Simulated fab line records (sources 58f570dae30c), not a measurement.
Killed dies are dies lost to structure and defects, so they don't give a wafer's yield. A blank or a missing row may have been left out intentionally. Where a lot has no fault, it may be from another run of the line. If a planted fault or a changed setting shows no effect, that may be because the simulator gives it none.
Which of the tools did it?    flow berkeleyCmos170    Sampling: 7 lots, 21 wafers, 3 of 331 route steps

## WHAT THE GAUGES SHOWED, per wafer
UCB170_M1_CD_MEAS_09: target cd 700 nm.
lot   measured      on        cdNm (nm)
L696  day 7 16:05   cdSem-01  696.7 698.6 697.9
L699  day 8 07:25   cdSem-02  698.9 698.4 698.4
L701  day 8 20:53   cdSem-01  699.5 698.7 699.8
L702  day 8 21:18   cdSem-02  699.8 699.1 699.4
L707  day 10 04:59  cdSem-01  699.9 699.6 700.0
L709  day 10 10:26  cdSem-01  719.9 722.5 720.9
L711  day 11 04:03  cdSem-02  698.6 699.6 699.2

## TOOL THAT RAN EACH LOT (tool first, then ch and the chambers of the sampled wafers, then the start)
lot   UCB170_CONTACT_ETCH_17             UCB170_M1_PEB_07
L696  rieDiel-02 ch 0,2,3, day 7 14:11   lithoTrack-04 ch 0, day 7 15:49
L699  rieDiel-04 ch 2,3, day 8 05:02     lithoTrack-02 ch 0, day 8 07:08
L701  rieDiel-02 ch 0,1,2, day 8 18:36   lithoTrack-03 ch 0, day 8 20:36
L702  rieDiel-03 ch 2,3, day 8 18:42     lithoTrack-02 ch 0, day 8 21:02
L707  rieDiel-02 ch 0,1, day 10 02:59    lithoTrack-02 ch 0, day 10 04:43
L709  rieDiel-02 ch 0,1, day 10 08:43    lithoTrack-02 ch 0, day 10 10:10
L711  rieDiel-03 ch 0,1,2, day 11 00:31  lithoTrack-04 ch 0, day 11 03:00
- UCB170_CONTACT_ETCH_17: etches BARC in N2/H2.
- UCB170_M1_PEB_07

## THE ANSWER, worked out from the rows above alone
Rule: the lots themselves supply what counts as usual. Put in order of their means at a reading, lots are off if they are a third of the lots or fewer, leave a main group of 4 or more, and stand apart from it by a gap of 3 or more times the standard deviation of the main group's means; of several such gaps the widest counts. Not used: any main group whose means are identical at the precision the tables above print for the reading. A lot without any number at a reading at which 4 lots or more have one is off too. Where the step has rows for the other lots, those lots are counted as sound.
Off at UCB170_M1_CD_MEAS_09 (cdNm): L709. The main group has a mean of 699.0 nm with a standard deviation of 0.68.
A tool fits if, at a process step before that reading, it ran every lot that is off, and no sound lot after the first of them. The gauges at UCB170_M1_CD_MEAS_09 are tried like those tools. Can't be told from this: 3 tools fit, rieDiel-02 at UCB170_CONTACT_ETCH_17, lithoTrack-02 at UCB170_M1_PEB_07, cdSem-01 at UCB170_M1_CD_MEAS_09.

## WHAT THE SIMULATOR HAD PUT IN
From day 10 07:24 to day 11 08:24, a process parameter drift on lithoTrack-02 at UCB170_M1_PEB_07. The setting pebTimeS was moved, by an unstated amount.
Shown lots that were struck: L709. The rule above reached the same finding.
